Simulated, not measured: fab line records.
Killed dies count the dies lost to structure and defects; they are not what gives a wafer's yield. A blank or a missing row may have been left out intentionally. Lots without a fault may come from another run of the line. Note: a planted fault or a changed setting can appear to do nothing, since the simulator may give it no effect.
fab line records | flow ritCmos | part 1 of 2: steps 1 to 30 of 42
record lots=5 | wafers=15 | lastDay=7
route steps=202 shown NSD@135 PSD@142 SDANNEAL@153 PLDD@159 NLDD@160 SILICIDE@161 CONTACT@168
lots that met no fault: taken from a fault-free run of the same line
startH: start of the lot's first displayed wafer, in hours after the record's first day | waitH: hours from the lot's prior step to this one | " unchanged from the row above | L1.1+2: a single row standing in for several wafers | - no value, or no start given | * or withheld: withheld | < > ~ a bound
route shown NAME@n: a module of which the file shows steps, and the number in the route of the first | usual: mean/standard deviation taken from wafers without a fault | same: alike in all rows | chamber/n: place in a boat | sites: the reading at each site | _std_site: standard deviation across them | _edge_site: the outer-site mean with the inner-site mean subtracted | radiusMm: for every site, how far away it sits from the centre of the wafer | mask NAME#n: copy n | behind: tool/chamber where the wafer was last shaped | hold: what put the lot on hold/how long, in hours/how the hold closed | device: the n, p or np transistor that did not switch | end of line: the same wafers' tests at the end of the route | a step without rows: its recipe alone | killed: count of dies lost to structure and defects at first sort (not the wafer's yield) | map: the dies of a wafer, with x for killed, . for not killed, _ for no die there
set.NAME: the setting the step ran with; set.NAME@STEP: the setting that earlier step ran with | model.NAME: the simulator's own value behind a step, which no gauge read
certain route steps with their lots: each step a table, each wafer a row
services: when a tool's chamber went out of use (startH, in hours from the record's first day, below 0 if earlier), for how many hours, and the reason
## steps
# step RIT_NSD_PEB_04
# recipe resist=NOVOLAK | tempC=withheld | timeS=withheld
lot.wafer  | tool          | chamber | startH | waitH
L074.1+3+6 | lithoTrack-02 | 0       | 45.95  | 0.1
L084.1+2+5 | lithoTrack-03 | 0       | 96.57  | 0.1
L085.3+4+6 | lithoTrack-03 | 0       | 101.56 | 0.1
L096.3+4+5 | lithoTrack-02 | 0       | 157.93 | 0.1
L097.1+5+6 | lithoTrack-03 | 0       | 164.36 | 0.1
# step RIT_NSD_DEVELOP_05
# recipe resist=NOVOLAK | developTimeS=50 | devTempC=22.26
lot.wafer  | tool          | chamber | startH | waitH
L074.1+3+6 | lithoTrack-02 | 0       | -      | -
L084.1+2+5 | lithoTrack-03 | 0       | -      | -
L085.3+4+6 | lithoTrack-03 | 0       | -      | -
L096.3+4+5 | lithoTrack-02 | 0       | -      | -
L097.1+5+6 | lithoTrack-03 | 0       | -      | -
# step RIT_NSD_OVL_MEAS_06
# usual NSD_OVL=2.1/1.4
lot.wafer | tool       | chamber | startH | waitH | NSD_OVL[nm]
L074.1    | overlay-01 | -       | 46.23  | -     | 0.1
L074.3    | "          | -       | "      | "     | 1.8
L074.6    | "          | -       | "      | "     | 1.4
L084.1    | overlay-01 | -       | 96.85  | -     | 0.5
L084.2    | "          | -       | "      | "     | -0.1
L084.5    | "          | -       | "      | "     | 2.3
L085.3    | overlay-02 | -       | 101.80 | -     | 3.6
L085.4    | "          | -       | "      | "     | 4.1
L085.6    | "          | -       | "      | "     | 3.7
L096.3    | overlay-01 | -       | 158.17 | -     | -0.5
L096.4    | "          | -       | "      | "     | -1.6
L096.5    | "          | -       | "      | "     | -0.8
L097.1    | overlay-02 | -       | 164.64 | -     | 0.8
L097.5    | "          | -       | "      | "     | 0.8
L097.6    | "          | -       | "      | "     | 1.6
# step RIT_NSD_HARDBAKE_07
# recipe resist=NOVOLAK | tempC=140 | timeS=60
lot.wafer  | tool          | chamber | startH | waitH
L074.1+3+6 | lithoTrack-03 | 0       | 46.34  | 0.1
L084.1+2+5 | lithoTrack-02 | 0       | 96.90  | 0.0
L085.3+4+6 | lithoTrack-03 | 0       | 101.88 | 0.1
L096.3+4+5 | lithoTrack-01 | 0       | 158.25 | 0.1
L097.1+5+6 | lithoTrack-03 | 0       | 164.68 | 0.0
# step RIT_NSD_IMPLANT_08
# recipe species=P | energyKev=25 | doseCm2=9.903e+14 | tiltDeg=7
# usual beamOnS=10.03/0.19
lot.wafer | tool         | chamber | startH | waitH | beamOnS
L074.1    | implanter-01 | 0       | 46.49  | 0.1   | 10.35
L074.3    | "            | 0       | "      | "     | 10.08
L074.6    | "            | 0       | "      | "     | 9.75
L084.1    | implanter-01 | 0       | 97.05  | 0.1   | 10.10
L084.2    | "            | 0       | "      | "     | 10.00
L084.5    | "            | 0       | "      | "     | 9.76
L085.3    | implanter-01 | 0       | 102.03 | 0.1   | 10.23
L085.4    | "            | 0       | "      | "     | 10.06
L085.6    | "            | 0       | "      | "     | 10.13
L096.3    | implanter-04 | 0       | 158.40 | 0.1   | 9.91
L096.4    | "            | 0       | "      | "     | 10.22
L096.5    | "            | 0       | "      | "     | 9.95
L097.1    | implanter-03 | 0       | 164.83 | 0.1   | 10.05
L097.5    | "            | 0       | "      | "     | 9.95
L097.6    | "            | 0       | "      | "     | 9.85
# step RIT_NSD_STRIP_09
# recipe chemistry=O2 | timeS=180 | resist=NOVOLAK | platenTempC=withheld | powerW=500 | pressureMtorr=4000 | o2FlowSccm=4000
# usual chamberPressureMTorr=4000/4.4 | drypumpMotorCurrentA=5.32/0.25 | rfReflPowerW=6.8/1
lot.wafer | tool           | chamber | startH | waitH | chamberPressureMTorr | drypumpMotorCurrentA | rfHoursCounterH | rfReflPowerW
L074.1    | plasmaAsher-02 | 0       | 46.64  | 0.1   | 4008                 | 4.97                 | 43              | 6.8
L074.3    | "              | 0       | "      | "     | 4001                 | 4.97                 | -               | 6.8
L074.6    | "              | 0       | "      | "     | 3998                 | 4.99                 | -               | 7.0
L084.1    | plasmaAsher-04 | 1       | 97.20  | 0.1   | 3998                 | 5.31                 | 31              | 9.3
L084.2    | "              | 0       | "      | "     | 4000                 | 5.37                 | 31              | 6.1
L084.5    | "              | 0       | "      | "     | 4001                 | 5.39                 | -               | 6.0
L085.3    | plasmaAsher-01 | 1       | 102.18 | 0.1   | 4001                 | 5.24                 | -               | 5.7
L085.4    | "              | 0       | "      | "     | 4003                 | 5.36                 | -               | 7.6
L085.6    | "              | 0       | "      | "     | 3998                 | 5.36                 | -               | 7.6
L096.3    | plasmaAsher-02 | 1       | 158.55 | 0.1   | 4004                 | 5.66                 | -               | 6.1
L096.4    | "              | 0       | "      | "     | 3996                 | 4.97                 | -               | 6.7
L096.5    | "              | 1       | "      | "     | 3997                 | 5.63                 | -               | 6.1
L097.1    | plasmaAsher-02 | 1       | 164.98 | 0.1   | 4006                 | 5.68                 | 55              | 6.3
L097.5    | "              | 1       | "      | "     | 4010                 | 5.63                 | -               | 6.4
L097.6    | "              | 0       | "      | "     | 3996                 | 5.01                 | -               | 6.9
# step RIT_NSD_TW_MEAS_10
# usual NSD_TW=3084/21
lot.wafer | tool         | chamber | startH | waitH | NSD_TW
L074.1    | filmMetro-02 | -       | 46.82  | 0.1   | 3095
L074.3    | "            | -       | "      | "     | 3074
L074.6    | "            | -       | "      | "     | 3075
L084.1    | filmMetro-01 | -       | 97.38  | 0.1   | 3064
L084.2    | "            | -       | "      | "     | 3064
L084.5    | "            | -       | "      | "     | 3085
L085.3    | filmMetro-03 | -       | 102.32 | 0.1   | 3110
L085.4    | "            | -       | "      | "     | 3101
L085.6    | "            | -       | "      | "     | 3080
L096.3    | filmMetro-01 | -       | 158.69 | 0.1   | 3055
L096.4    | "            | -       | "      | "     | 3045
L096.5    | "            | -       | "      | "     | 3072
L097.1    | filmMetro-02 | -       | 165.16 | 0.1   | 3072
L097.5    | "            | -       | "      | "     | 3064
L097.6    | "            | -       | "      | "     | 3060
# step RIT_PSD_HMDS_00
# recipe primeTimeS=60 | primeTempC=140
# usual primeTempC=140.01/0.12
lot.wafer | tool          | chamber | startH | waitH | primeTempC
L074.1    | lithoTrack-03 | 0       | 46.94  | 0.1   | 139.79
L074.3    | "             | 0       | "      | "     | 139.89
L074.6    | "             | 0       | "      | "     | 139.99
L084.1    | lithoTrack-03 | 0       | 97.44  | 0.1   | 140.10
L084.2    | "             | 0       | "      | "     | 140.15
L084.5    | "             | 0       | "      | "     | 140.21
L085.3    | lithoTrack-02 | 0       | 102.41 | 0.1   | 140.00
L085.4    | "             | 0       | "      | "     | 140.00
L085.6    | "             | 0       | "      | "     | 139.95
L096.3    | lithoTrack-04 | 0       | 158.78 | 0.1   | 140.00
L096.4    | "             | 0       | "      | "     | 139.86
L096.5    | "             | 0       | "      | "     | 140.18
L097.1    | lithoTrack-02 | 0       | 165.22 | 0.1   | 140.12
L097.5    | "             | 0       | "      | "     | 139.94
L097.6    | "             | 0       | "      | "     | 139.80
# step RIT_PSD_COAT_01
# recipe resist=NOVOLAK | spinRpm=3250 | resistThkNm=1000
# usual dispensePressureKPa=50.4/1.9
lot.wafer | tool          | chamber | startH | waitH | dispensePressureKPa
L074.1    | lithoTrack-03 | 0       | 47.09  | 0.1   | 50.1
L074.3    | "             | 0       | "      | "     | 50.1
L074.6    | "             | 0       | "      | "     | 50.1
L084.1    | lithoTrack-03 | 0       | 97.59  | 0.1   | 50.1
L084.2    | "             | 0       | "      | "     | 50.1
L084.5    | "             | 0       | "      | "     | 50.1
L085.3    | lithoTrack-02 | 0       | 102.56 | 0.1   | 53.1
L085.4    | "             | 0       | "      | "     | 53.0
L085.6    | "             | 0       | "      | "     | 53.1
L096.3    | lithoTrack-04 | 0       | 158.93 | 0.1   | 48.1
L096.4    | "             | 0       | "      | "     | 48.1
L096.5    | "             | 0       | "      | "     | 48.1
L097.1    | lithoTrack-02 | 0       | 165.37 | 0.1   | 53.1
L097.5    | "             | 0       | "      | "     | 53.1
L097.6    | "             | 0       | "      | "     | 53.0
# step RIT_PSD_SOFTBAKE_02
# recipe resist=NOVOLAK | tempC=90 | timeS=60
lot.wafer  | tool          | chamber | startH | waitH
L074.1+3+6 | lithoTrack-03 | 0       | 47.24  | 0.1
L084.1+2+5 | lithoTrack-03 | 0       | 97.74  | 0.1
L085.3+4+6 | lithoTrack-02 | 0       | 102.71 | 0.1
L096.3+4+5 | lithoTrack-04 | 0       | 159.08 | 0.1
L097.1+5+6 | lithoTrack-02 | 0       | 165.52 | 0.1
# step RIT_PSD_EXPOSE_03
# recipe maskId=M10 | na=0.57 | targetCdNm=40900 | doseMj=250
lot.wafer  | tool            | chamber | startH | waitH | mask
L074.1+3+6 | ilineStepper-01 | 0       | 47.39  | 0.1   | M10#0
L084.1+2+5 | ilineStepper-01 | 0       | 98.02  | 0.2   | M10#0
L085.3+4+6 | ilineStepper-01 | 0       | 102.85 | 0.1   | M10#0
L096.3+4+5 | ilineStepper-02 | 0       | 159.35 | 0.2   | M10#0
L097.1+5+6 | ilineStepper-02 | 0       | 165.67 | 0.1   | M10#0
# step RIT_PSD_PEB_04
# recipe resist=NOVOLAK | tempC=withheld | timeS=withheld
lot.wafer  | tool          | chamber | startH | waitH
L074.1+3+6 | lithoTrack-03 | 0       | 47.51  | 0.1
L084.1+2+5 | lithoTrack-02 | 0       | 98.14  | 0.1
L085.3+4+6 | lithoTrack-03 | 0       | 102.98 | 0.1
L096.3+4+5 | lithoTrack-04 | 0       | 159.47 | 0.1
L097.1+5+6 | lithoTrack-04 | 0       | 165.78 | 0.1
# step RIT_PSD_DEVELOP_05
# recipe resist=NOVOLAK | developTimeS=50 | devTempC=23
lot.wafer  | tool          | chamber | startH | waitH
L074.1+3+6 | lithoTrack-03 | 0       | -      | -
L084.1+2+5 | lithoTrack-02 | 0       | -      | -
L085.3+4+6 | lithoTrack-03 | 0       | -      | -
L096.3+4+5 | lithoTrack-04 | 0       | -      | -
L097.1+5+6 | lithoTrack-04 | 0       | -      | -
# step RIT_PSD_OVL_MEAS_06
# usual PSD_OVL=-0.5/1.3
lot.wafer | tool       | chamber | startH | waitH | PSD_OVL[nm]
L074.1    | overlay-01 | -       | 47.79  | -     | -1.1
L074.3    | "          | -       | "      | "     | -1.6
L074.6    | "          | -       | "      | "     | -1.1
L084.1    | overlay-02 | -       | 98.42  | -     | 0.4
L084.2    | "          | -       | "      | "     | 0.5
L084.5    | "          | -       | "      | "     | 0.5
L085.3    | overlay-01 | -       | 103.22 | -     | -1.7
L085.4    | "          | -       | "      | "     | -1.2
L085.6    | "          | -       | "      | "     | -0.7
L096.3    | overlay-01 | -       | 159.72 | -     | -2.2
L096.4    | "          | -       | "      | "     | -0.9
L096.5    | "          | -       | "      | "     | -0.1
L097.1    | overlay-01 | -       | 166.07 | -     | -0.5
L097.5    | "          | -       | "      | "     | -0.2
L097.6    | "          | -       | "      | "     | 0.8
# step RIT_PSD_HARDBAKE_07
# recipe resist=NOVOLAK | tempC=140 | timeS=60
lot.wafer  | tool          | chamber | startH | waitH
L074.1+3+6 | lithoTrack-04 | 0       | 47.83  | 0.0
L084.1+2+5 | lithoTrack-03 | 0       | 98.45  | 0.0
L085.3+4+6 | lithoTrack-02 | 0       | 103.30 | 0.1
L096.3+4+5 | lithoTrack-02 | 0       | 159.79 | 0.1
L097.1+5+6 | lithoTrack-03 | 0       | 166.10 | 0.0
# step RIT_PSD_IMPLANT_08
# recipe species=BF2 | energyKev=27 | doseCm2=5e+15 | tiltDeg=7
# usual beamOnS=12.4/0.86
lot.wafer | tool         | chamber | startH | waitH | beamOnS
L074.1    | implanter-03 | 0       | 47.98  | 0.1   | 13.1
L074.3    | "            | 0       | "      | "     | 12.8
L074.6    | "            | 0       | "      | "     | 12.9
L084.1    | implanter-02 | 0       | 98.60  | 0.1   | 11.1
L084.2    | "            | 0       | "      | "     | 10.8
L084.5    | "            | 0       | "      | "     | 11.1
L085.3    | implanter-02 | 0       | 103.45 | 0.1   | 10.9
L085.4    | "            | 0       | "      | "     | 11.1
L085.6    | "            | 0       | "      | "     | 10.8
L096.3    | implanter-01 | 0       | 159.94 | 0.1   | 12.7
L096.4    | "            | 0       | "      | "     | 12.9
L096.5    | "            | 0       | "      | "     | 13.1
L097.1    | implanter-03 | 0       | 166.25 | 0.1   | 13.2
L097.5    | "            | 0       | "      | "     | 12.8
L097.6    | "            | 0       | "      | "     | 13.2
# step RIT_PSD_STRIP_09
# recipe chemistry=O2 | timeS=180 | resist=NOVOLAK | platenTempC=withheld | powerW=500 | pressureMtorr=4000 | o2FlowSccm=4000
# usual chamberPressureMTorr=4000/3.9 | drypumpMotorCurrentA=5.39/0.26 | rfReflPowerW=6.4/0.67
lot.wafer | tool           | chamber | startH | waitH | chamberPressureMTorr | drypumpMotorCurrentA | rfHoursCounterH | rfReflPowerW
L074.1    | plasmaAsher-01 | 1       | 48.13  | 0.1   | 4007                 | 5.26                 | 42              | 5.7
L074.3    | "              | 0       | "      | "     | 4004                 | 5.36                 | -               | 7.3
L074.6    | "              | 1       | "      | "     | 3995                 | 5.25                 | -               | 5.6
L084.1    | plasmaAsher-02 | 1       | 98.75  | 0.1   | 3999                 | 5.61                 | 48              | 6.1
L084.2    | "              | 0       | "      | "     | 4004                 | 5.00                 | 48              | 7.1
L084.5    | "              | 1       | "      | "     | 4004                 | 5.63                 | -               | 6.1
L085.3    | plasmaAsher-02 | 1       | 103.61 | 0.1   | 4007                 | 5.60                 | -               | 6.2
L085.4    | "              | 0       | "      | "     | 4001                 | 5.00                 | -               | 6.9
L085.6    | "              | 1       | "      | "     | 3997                 | 5.64                 | -               | 6.1
L096.3    | plasmaAsher-01 | 1       | 160.10 | 0.1   | 3999                 | 5.26                 | -               | 5.7
L096.4    | "              | 0       | "      | "     | 4003                 | 5.36                 | -               | 7.0
L096.5    | "              | 0       | "      | "     | 4006                 | 5.36                 | -               | 7.3
L097.1    | plasmaAsher-01 | 0       | 166.40 | 0.1   | 4000                 | 5.39                 | 6               | 7.3
L097.5    | "              | 0       | "      | "     | 3999                 | 5.37                 | -               | 7.5
L097.6    | "              | 1       | "      | "     | 4001                 | 5.25                 | -               | 5.7
# step RIT_PSD_TW_MEAS_10
# usual PSD_TW=3386/23
lot.wafer | tool         | chamber | startH | waitH | PSD_TW
L074.1    | filmMetro-01 | -       | 48.30  | 0.1   | 3377
L074.3    | "            | -       | "      | "     | 3379
L074.6    | "            | -       | "      | "     | 3383
L084.1    | filmMetro-02 | -       | 98.93  | 0.1   | 3400
L084.2    | "            | -       | "      | "     | 3384
L084.5    | "            | -       | "      | "     | 3401
L085.3    | filmMetro-03 | -       | 103.74 | 0.1   | 3410
L085.4    | "            | -       | "      | "     | 3384
L085.6    | "            | -       | "      | "     | 3381
L096.3    | filmMetro-03 | -       | 160.24 | 0.1   | 3443
L096.4    | "            | -       | "      | "     | 3453
L096.5    | "            | -       | "      | "     | 3444
L097.1    | filmMetro-01 | -       | 166.58 | 0.1   | 3371
L097.5    | "            | -       | "      | "     | 3366
L097.6    | "            | -       | "      | "     | 3395
# step RIT_SDANNEAL_CLEAN_00
# recipe chemistry=SC1 | mix=3:3:50 | timeS=600 | tempC=75
# usual tempC=74.97/0.11
lot.wafer | tool        | chamber | startH | waitH | tempC
L074.1    | wetBench-01 | 1       | 48.36  | 0.1   | 75.01
L074.3    | "           | 1       | "      | "     | 75.09
L074.6    | "           | 1       | "      | "     | 74.92
L084.1    | wetBench-02 | 2       | 98.99  | 0.1   | 74.82
L084.2    | "           | 2       | "      | "     | 74.86
L084.5    | "           | 2       | "      | "     | 74.92
L085.3    | wetBench-03 | 1       | 103.78 | 0.0   | 74.97
L085.4    | "           | 1       | "      | "     | 74.83
L085.6    | "           | 1       | "      | "     | 74.85
L096.3    | wetBench-02 | 1       | 160.28 | 0.0   | 74.97
L096.4    | "           | 1       | "      | "     | 75.17
L096.5    | "           | 1       | "      | "     | 75.10
L097.1    | wetBench-03 | 0       | 166.64 | 0.1   | 74.97
L097.5    | "           | 0       | "      | "     | 74.92
L097.6    | "           | 0       | "      | "     | 74.81
# step RIT_SDANNEAL_CLEAN_01
# recipe chemistry=dHF | dilution=50:1 | timeS=30
lot.wafer  | tool        | chamber | startH | waitH
L074.1+3+6 | wetBench-03 | 2       | 48.54  | 0.0
L084.1+2+5 | wetBench-01 | 0       | 99.18  | 0.0
L085.3+4+6 | wetBench-01 | 3       | 103.96 | 0.0
L096.3+4+5 | wetBench-02 | 3       | 160.47 | 0.0
L097.1+5+6 | wetBench-02 | 3       | 166.81 | 0.0
# step RIT_SDANNEAL_CLEAN_02
# recipe chemistry=SC2 | mix=3:3:50 | timeS=600 | tempC=75 | dry=n2Spin
# usual tempC=75.03/0.12
lot.wafer | tool        | chamber | startH | waitH | tempC
L074.1    | wetBench-01 | 1       | 48.55  | 0.0   | 74.89
L074.3    | "           | 1       | "      | "     | 75.08
L074.6    | "           | 1       | "      | "     | 74.92
L084.1    | wetBench-02 | 2       | 99.21  | 0.0   | 75.02
L084.2    | "           | 2       | "      | "     | 74.97
L084.5    | "           | 2       | "      | "     | 75.17
L085.3    | wetBench-03 | 0       | 104.02 | 0.0   | 75.09
L085.4    | "           | 0       | "      | "     | 75.01
L085.6    | "           | 0       | "      | "     | 75.02
L096.3    | wetBench-02 | 1       | 160.49 | 0.0   | 74.99
L096.4    | "           | 1       | "      | "     | 75.18
L096.5    | "           | 1       | "      | "     | 75.02
L097.1    | wetBench-01 | 0       | 166.83 | 0.0   | 75.00
L097.5    | "           | 0       | "      | "     | 75.00
L097.6    | "           | 0       | "      | "     | 75.16
# step RIT_SDANNEAL_RTA_03
# recipe tempC=1050 | timeS=5 | idleTempC=600 | rampUpCPerS=342 | rampDownCPerS=171 | coolToC=600 | ambient=N2
# usual wafer_temp_C_max=1053.7/1.2
lot.wafer | tool         | chamber | startH | waitH | wafer_temp_C_max
L074.1    | rtpAnneal-01 | 0       | 48.73  | 0.0   | 1052.8
L074.3    | "            | 0       | "      | "     | 1055.9
L074.6    | "            | 0       | "      | "     | 1055.9
L084.1    | rtpAnneal-01 | 0       | 99.40  | 0.0   | 1055.0
L084.2    | "            | 0       | "      | "     | 1055.7
L084.5    | "            | 0       | "      | "     | 1053.5
L085.3    | rtpAnneal-02 | 0       | 104.22 | 0.0   | 1053.2
L085.4    | "            | 0       | "      | "     | 1053.0
L085.6    | "            | 0       | "      | "     | 1054.0
L096.3    | rtpAnneal-02 | 0       | 160.70 | 0.0   | 1052.2
L096.4    | "            | 0       | "      | "     | 1051.0
L096.5    | "            | 0       | "      | "     | 1054.4
L097.1    | rtpAnneal-01 | 0       | 167.02 | 0.0   | 1053.5
L097.5    | "            | 0       | "      | "     | 1056.1
L097.6    | "            | 0       | "      | "     | 1053.2
# step RIT_SDANNEAL_RS_MEAS_04
# recipe thkMeasGauge=four-point-probe
# usual PSD_RS=115.9/0.3
lot.wafer | tool         | chamber | startH | waitH | PSD_RS[ohm/sq]
L074.1    | filmMetro-01 | -       | 48.79  | 0.0   | 115.8
L074.3    | "            | -       | "      | "     | 115.8
L074.6    | "            | -       | "      | "     | 115.9
L084.1    | filmMetro-03 | -       | 99.46  | 0.0   | 116.2
L084.2    | "            | -       | "      | "     | 115.9
L084.5    | "            | -       | "      | "     | 115.6
L085.3    | filmMetro-02 | -       | 104.30 | 0.1   | 116.5
L085.4    | "            | -       | "      | "     | 116.3
L085.6    | "            | -       | "      | "     | 116.1
L096.3    | filmMetro-02 | -       | 160.78 | 0.1   | 116.2
L096.4    | "            | -       | "      | "     | 115.8
L096.5    | "            | -       | "      | "     | 116.1
L097.1    | filmMetro-03 | -       | 167.08 | 0.0   | 116.2
L097.5    | "            | -       | "      | "     | 116.1
L097.6    | "            | -       | "      | "     | 115.8
# step RIT_SDANNEAL_RS_MEAS_05
# recipe thkMeasGauge=four-point-probe
# usual NSD_RS=85.23/0.26
lot.wafer | tool         | chamber | startH | waitH | NSD_RS[ohm/sq]
L074.1    | filmMetro-01 | -       | 48.91  | 0.1   | 84.95
L074.3    | "            | -       | "      | "     | 85.10
L074.6    | "            | -       | "      | "     | 84.67
L084.1    | filmMetro-03 | -       | 99.58  | 0.1   | 85.53
L084.2    | "            | -       | "      | "     | 85.64
L084.5    | "            | -       | "      | "     | 85.54
L085.3    | filmMetro-02 | -       | 104.42 | 0.1   | 84.85
L085.4    | "            | -       | "      | "     | 84.90
L085.6    | "            | -       | "      | "     | 84.85
L096.3    | filmMetro-02 | -       | 160.90 | 0.1   | 85.42
L096.4    | "            | -       | "      | "     | 85.52
L096.5    | "            | -       | "      | "     | 85.39
L097.1    | filmMetro-03 | -       | 167.20 | 0.1   | 85.39
L097.5    | "            | -       | "      | "     | 85.15
L097.6    | "            | -       | "      | "     | 85.53
# step RIT_SDANNEAL_RS_MEAS_06
# recipe thkMeasGauge=four-point-probe
# usual PLDD_RS=178.7/0.5
lot.wafer | tool         | chamber | startH | waitH | PLDD_RS[ohm/sq]
L074.1    | filmMetro-01 | -       | 49.03  | 0.1   | 179.1
L074.3    | "            | -       | "      | "     | 179.3
L074.6    | "            | -       | "      | "     | 179.3
L084.1    | filmMetro-03 | -       | 99.70  | 0.1   | 179.4
L084.2    | "            | -       | "      | "     | 178.9
L084.5    | "            | -       | "      | "     | 178.1
L085.3    | filmMetro-02 | -       | 104.54 | 0.1   | 178.7
L085.4    | "            | -       | "      | "     | 179.3
L085.6    | "            | -       | "      | "     | 179.1
L096.3    | filmMetro-02 | -       | 161.02 | 0.1   | 179.3
L096.4    | "            | -       | "      | "     | 179.1
L096.5    | "            | -       | "      | "     | 178.9
L097.1    | filmMetro-03 | -       | 167.32 | 0.1   | 179.1
L097.5    | "            | -       | "      | "     | 178.9
L097.6    | "            | -       | "      | "     | 179.0
# step RIT_SDANNEAL_RS_MEAS_07
# recipe thkMeasGauge=four-point-probe
# usual NLDD_RS=151.7/0.57
lot.wafer | tool         | chamber | startH | waitH | NLDD_RS[ohm/sq]
L074.1    | filmMetro-01 | -       | 49.15  | 0.1   | 152.1
L074.3    | "            | -       | "      | "     | 151.9
L074.6    | "            | -       | "      | "     | 151.6
L084.1    | filmMetro-03 | -       | 99.82  | 0.1   | 150.5
L084.2    | "            | -       | "      | "     | 151.2
L084.5    | "            | -       | "      | "     | 151.6
L085.3    | filmMetro-02 | -       | 104.66 | 0.1   | 152.9
L085.4    | "            | -       | "      | "     | 152.5
L085.6    | "            | -       | "      | "     | 153.2
L096.3    | filmMetro-02 | -       | 161.14 | 0.1   | 151.8
L096.4    | "            | -       | "      | "     | 151.5
L096.5    | "            | -       | "      | "     | 151.9
L097.1    | filmMetro-03 | -       | 167.44 | 0.1   | 151.4
L097.5    | "            | -       | "      | "     | 152.2
L097.6    | "            | -       | "      | "     | 151.9
# step RIT_SILICIDE_WET_ETCH_00
# recipe chemistry=BOE | target=SiO2 | targetDepthNm=14 | timeS=15 | dry=n2Spin | dilution=10:1 | tempC=21.5
# usual tempC=21.51/0.1
lot.wafer | tool        | chamber | startH | waitH | tempC
L074.1    | wetBench-04 | 1       | 49.27  | 0.1   | 21.62
L074.3    | "           | 1       | "      | "     | 21.44
L074.6    | "           | 1       | "      | "     | 21.59
L084.1    | wetBench-04 | 3       | 99.94  | 0.1   | 21.50
L084.2    | "           | 3       | "      | "     | 21.46
L084.5    | "           | 3       | "      | "     | 21.49
L085.3    | wetBench-03 | 2       | 104.74 | 0.1   | 21.28
L085.4    | "           | 2       | "      | "     | 21.37
L085.6    | "           | 2       | "      | "     | 21.41
L096.3    | wetBench-03 | 1       | 161.25 | 0.1   | 21.66
L096.4    | "           | 1       | "      | "     | 21.48
L096.5    | "           | 1       | "      | "     | 21.60
L097.1    | wetBench-03 | 2       | 167.56 | 0.1   | 21.46
L097.5    | "           | 2       | "      | "     | 21.49
L097.6    | "           | 2       | "      | "     | 21.52
# step RIT_SILICIDE_SPUTTER_01
# recipe material=Ti | targetThkNm=30 | powerW=361.4 | chamberPressurePa=0.667 | gas=Ar | timeS=240 | substrateTempC=25
# usual throttleValvePct=29.6/0.82
lot.wafer | tool          | chamber | startH | waitH | throttleValvePct
L074.1    | pvdSputter-02 | -       | 49.28  | 0.0   | 30.4
L074.3    | "             | -       | "      | "     | 28.9
L074.6    | "             | -       | "      | "     | 29.1
L084.1    | pvdSputter-03 | -       | 99.96  | 0.0   | 28.6
L084.2    | "             | -       | "      | "     | 30.6
L084.5    | "             | -       | "      | "     | 28.6
L085.3    | pvdSputter-02 | -       | 104.75 | 0.0   | 29.2
L085.4    | "             | -       | "      | "     | 29.1
L085.6    | "             | -       | "      | "     | 30.0
L096.3    | pvdSputter-03 | -       | 161.27 | 0.0   | 30.2
L096.4    | "             | -       | "      | "     | 30.8
L096.5    | "             | -       | "      | "     | 28.5
L097.1    | pvdSputter-02 | -       | 167.57 | 0.0   | 28.9
L097.5    | "             | -       | "      | "     | 29.3
L097.6    | "             | -       | "      | "     | 30.4
# step RIT_SILICIDE_RS_MEAS_02
# recipe thkMeasGauge=four-point-probe | reads=Ti_of_SILICIDE_SPUTTER_01
# usual SILICIDE_TI_RS=46.0/0.51
lot.wafer | tool         | chamber | startH | waitH | SILICIDE_TI_RS[ohm/sq]
L074.1    | filmMetro-04 | -       | 49.43  | 0.1   | 46.4
L074.3    | "            | -       | "      | "     | 46.1
L074.6    | "            | -       | "      | "     | 46.2
L084.1    | filmMetro-02 | -       | 100.11 | 0.1   | 46.8
L084.2    | "            | -       | "      | "     | 46.4
L084.5    | "            | -       | "      | "     | 46.8
L085.3    | filmMetro-01 | -       | 104.94 | 0.1   | 46.0
L085.4    | "            | -       | "      | "     | 46.0
L085.6    | "            | -       | "      | "     | 46.2
L096.3    | filmMetro-01 | -       | 161.46 | 0.1   | 45.3
L096.4    | "            | -       | "      | "     | 45.4
L096.5    | "            | -       | "      | "     | 45.9
L097.1    | filmMetro-02 | -       | 167.72 | 0.1   | 45.9
L097.5    | "            | -       | "      | "     | 45.9
L097.6    | "            | -       | "      | "     | 46.1
# step RIT_SILICIDE_THK_MEAS_03
# recipe thkMeasGauge=xrf | reads=Ti_of_SILICIDE_SPUTTER_01
# usual SILICIDE_TI_THK=31.32/0.29
lot.wafer | tool         | chamber | startH | waitH | SILICIDE_TI_THK[nm]
L074.1    | filmMetro-04 | -       | 49.55  | 0.1   | 31.08
L074.3    | "            | -       | "      | "     | 31.27
L074.6    | "            | -       | "      | "     | 31.14
L084.1    | filmMetro-02 | -       | 100.23 | 0.1   | 31.02
L084.2    | "            | -       | "      | "     | 31.37
L084.5    | "            | -       | "      | "     | 31.10
L085.3    | filmMetro-01 | -       | 105.04 | 0.1   | 31.33
L085.4    | "            | -       | "      | "     | 31.35
L085.6    | "            | -       | "      | "     | 31.33
L096.3    | filmMetro-01 | -       | 161.56 | 0.1   | 31.75
L096.4    | "            | -       | "      | "     | 31.69
L096.5    | "            | -       | "      | "     | 31.30
L097.1    | filmMetro-02 | -       | 167.84 | 0.1   | 31.47
L097.5    | "            | -       | "      | "     | 31.72
L097.6    | "            | -       | "      | "     | 31.49
